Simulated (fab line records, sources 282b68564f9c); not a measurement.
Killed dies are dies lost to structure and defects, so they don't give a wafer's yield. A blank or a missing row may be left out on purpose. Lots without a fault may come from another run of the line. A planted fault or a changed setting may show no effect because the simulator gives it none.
fab line records | flow rit_cmos
record lots=5 wafers=23
route steps=202 shown M1@195
start_h: hours from the record's first day to the start of the lot's first wafer shown | wait_h: hours since the lot's step before | " the same as in the row above | L1.1+2: a row that stands for several wafers | - no value, or no start given | * or withheld: withheld | < > ~ a bound
route shown NAME@n: a module of which the file shows steps, and the number in the route of the first | usual: mean/standard deviation of fault-free wafers | same: alike in all rows | chamber/n: place in a boat | sites: the reading at each site | _std_site: their standard deviation | _edge_site: outer sites' mean less inner sites' | radius_mm: how far each site lies from the wafer's centre | mask NAME#n: copy n | behind: the tool/chamber that last shaped the wafer | hold: why the lot was held/for how many hours/how that ended | device: the transistor (n, p or np) that didn't switch | end of line: the same wafers' tests at the end of the route | a step without rows: its recipe alone | killed: dies lost to structure and defects at the first sort, not the wafer's yield | map: a wafer's dies, x killed, . not, _ none there
set.NAME: the setting as run; set.NAME@STEP: as run at that earlier step | model.NAME: the simulator's own value behind a step, which no gauge read
lots whose settings were changed on purpose; a table a step, a row a wafer
## steps
# step RIT_M1_HARDBAKE_11
# recipe resist=NOVOLAK temp_c=140 time_s=120
# columns lot.wafer tool chamber start_h wait_h set.temp_c
L075.3+4+5 litho_track-03 0 61.34 0.1 140
L077.1+2+3+4+6 litho_track-04 0 71.68 0.0 140
L078.1+3+6 litho_track-02 0 75.52 0.0 141.1
L078.4+5 " 0 " " 140
L080.1+2+4+5+6 litho_track-03 0 85.94 0.0 140
L083.1+2+3 litho_track-02 0 102.61 0.0 140
L083.4+5 " 0 " " 138.6
# step RIT_M1_METAL_ETCH_12
# recipe stop_on=SiO2 chemistry=Cl2/BCl3 target=Al time_s=165 over_etch_frac=0.5 pressure_mtorr=100 target_depth_a=6000 rf_w=250 Cl2_flow_sccm=60 bcl3_flow_sccm=50
# columns lot.wafer tool chamber start_h wait_h set.dose_mj@M1_EXPOSE_06 model.M1.cd_nm
L075.3 rie_metal-01 1 61.56 0.2 250 2602
L075.4 " 0 " " 250 2601
L075.5 " 0 " " 250 2599
L077.1 rie_metal-02 0 71.93 0.2 242 2608
L077.2 " 1 " " 250 2601
L077.3 " 0 " " 242 2611
L077.4 " 1 " " 250 2600
L077.6 " 1 " " 242 2607
L078.1 rie_metal-01 0 75.77 0.2 250 2600
L078.3 " 0 " " 250 2597
L078.4 " 1 " " 233.1 2621
L078.5 " 0 " " 250 2599
L078.6 " 1 " " 233.1 2620
L080.1 rie_metal-02 1 86.19 0.2 250 2605
L080.2+4+5 " 0 " " 250 2602
L080.6 " 1 " " 250 2601
L083.1+4 rie_metal-02 0,1 102.86 0.2 250 2601
L083.2 " 1 " " 250 2603
L083.3+5 " 0 " " 250 2600
# step RIT_M1_STRIP_13
# recipe chemistry=nmp resist=NOVOLAK temp_c=80 time_s=617 dry=n2_spin
# step RIT_M1_STRIP_14
# recipe chemistry=O2 time_s=180 platen_temp_c=withheld power_w=500 pressure_mtorr=4000 o2_flow_sccm=4000
# step RIT_M1_CD_MEAS_90
# recipe target_cd_nm=2600
# usual cd_nm=2600.6/2
# columns lot.wafer tool chamber start_h wait_h set.dose_mj@M1_EXPOSE_06 cd_nm
L075.3 cd_sem-02 - 62.06 0.1 250 2602.3
L075.4 " - " " 250 2601.2
L075.5 " - " " 250 2599.4
L077.1 cd_sem-02 - 72.44 0.1 242 2608.2
L077.2 " - " " 250 2600.3
L077.3 " - " " 242 2610.7
L077.4 " - " " 250 2600.1
L077.6 " - " " 242 2607.6
L078.1 cd_sem-01 - 76.28 0.1 250 2599.7
L078.3 " - " " 250 2596.5
L078.4 " - " " 233.1 2621.1
L078.5 " - " " 250 2598.8
L078.6 " - " " 233.1 2620.1
L080.1 cd_sem-02 - 86.70 0.1 250 2605.3
L080.2 " - " " 250 2602.8
L080.4 " - " " 250 2602.0
L080.5 " - " " 250 2602.3
L080.6 " - " " 250 2601.3
L083.1 cd_sem-01 - 103.37 0.1 250 2600.8
L083.2 " - " " 250 2602.8
L083.3 " - " " 250 2600.0
L083.4 " - " " 250 2601.1
L083.5 " - " " 250 2599.9
# step RIT_M1_ANNEAL_15
# recipe temp_c=450 time_s=1800 ambient=forming_gas_H2N2
# step RIT_M1_PROBE_99
# columns lot.wafer tool chamber start_h wait_h set.develop_time_s@GATE_DEVELOP_15 model.etest.pmos_0p15.r_on_ohm_um model.etest.pmos_turned.r_on_ohm_um model.etest.pmos_0p3.r_on_ohm_um model.etest.nmos_0p15.r_on_ohm_um model.etest.nmos_0p3.r_on_ohm_um
L075.3 prober-01 - 64.40 0.2 50 2781 3433 6209 1168 2170
L075.4 prober-01 - 64.45 0.2 50 2804 3486 6308 1162 2214
L075.5 prober-01 - 64.50 0.2 50 2729 3388 6358 1148 2222
L077.1 prober-02 - 74.18 0.1 44.42 3103 3770 6581 1236 2277
L077.2 prober-02 - 74.23 0.1 44.42 3144 3831 6788 1260 2327
L077.3 prober-02 - 74.28 0.2 50 2636 3280 6154 1101 2161
L077.4 prober-02 - 74.33 0.2 44.42 3166 3849 6732 1238 2306
L077.6 prober-02 - 74.43 0.2 50 2647 3315 6191 1097 2163
L078.1 prober-01 - 78.02 0.1 53.34 2469 3136 5828 1083 2096
L078.3 prober-01 - 78.12 0.2 53.34 2427 3074 5826 1067 2070
L078.4 prober-01 - 78.17 0.2 53.34 2406 3043 5829 1065 2066
L078.5 prober-01 - 78.22 0.2 50 2715 3393 6157 1157 2166
L078.6 prober-01 - 78.27 0.2 50 2686 3292 6085 1149 2150
L080.1 prober-01 - 88.44 0.1 46.56 3104 3767 6747 1266 2316
L080.2 prober-01 - 88.49 0.1 50 2886 3589 6480 1194 2245
L080.4 prober-01 - 88.59 0.2 46.56 2958 3633 6548 1203 2275
L080.5 prober-01 - 88.64 0.2 50 2840 3578 6450 1164 2222
L080.6 prober-01 - 88.69 0.2 50 2790 3491 6385 1158 2237
L083.1 prober-02 - 105.54 0.1 55.02 2405 3098 6005 1063 2129
L083.2 prober-02 - 105.59 0.1 50 2817 3488 6313 1221 2261
L083.3 prober-02 - 105.64 0.2 55.02 2462 3115 5903 1094 2120
L083.4 prober-02 - 105.69 0.2 50 2831 3470 6330 1184 2213
L083.5 prober-02 - 105.74 0.2 55.02 2472 3165 5940 1099 2115
# killed by level:class
L075.3 FOX1:geometric_particle:short=1 FOX1:geometric_particle:open=1 GATE:geometric_particle:open=1 GATE:geometric_particle:short=1 REOX:geometric_particle:open=1 REOX:geometric_particle:short=1 SPACER:geometric_particle:open=1 CONTACT:geometric_particle:short=1
L075.4 GATE:geometric_particle:short=3 GATE:geometric_particle:open=2 FOX1:geometric_particle:short=1 SPACER:geometric_particle:short=1 SPACER:geometric_particle:open=1 SILICIDE:geometric_particle:open=1 SILICIDE:geometric_particle:short=1
L075.5 GATE:geometric_particle:open=1 GATE:geometric_particle:short=1 REOX:geometric_particle:short=1 SPACER:geometric_particle:open=1
## key
split step=RIT_M1_HARDBAKE_11 setting=temp_c stated=140 by=wafer
response none clear
split outside_this_file step=RIT_GATE_DEVELOP_15 setting=develop_time_s
split outside_this_file step=RIT_M1_EXPOSE_06 setting=dose_mj
# split outside_this_file: this setting was split too, and the file shows its column; the key of that split is in another file
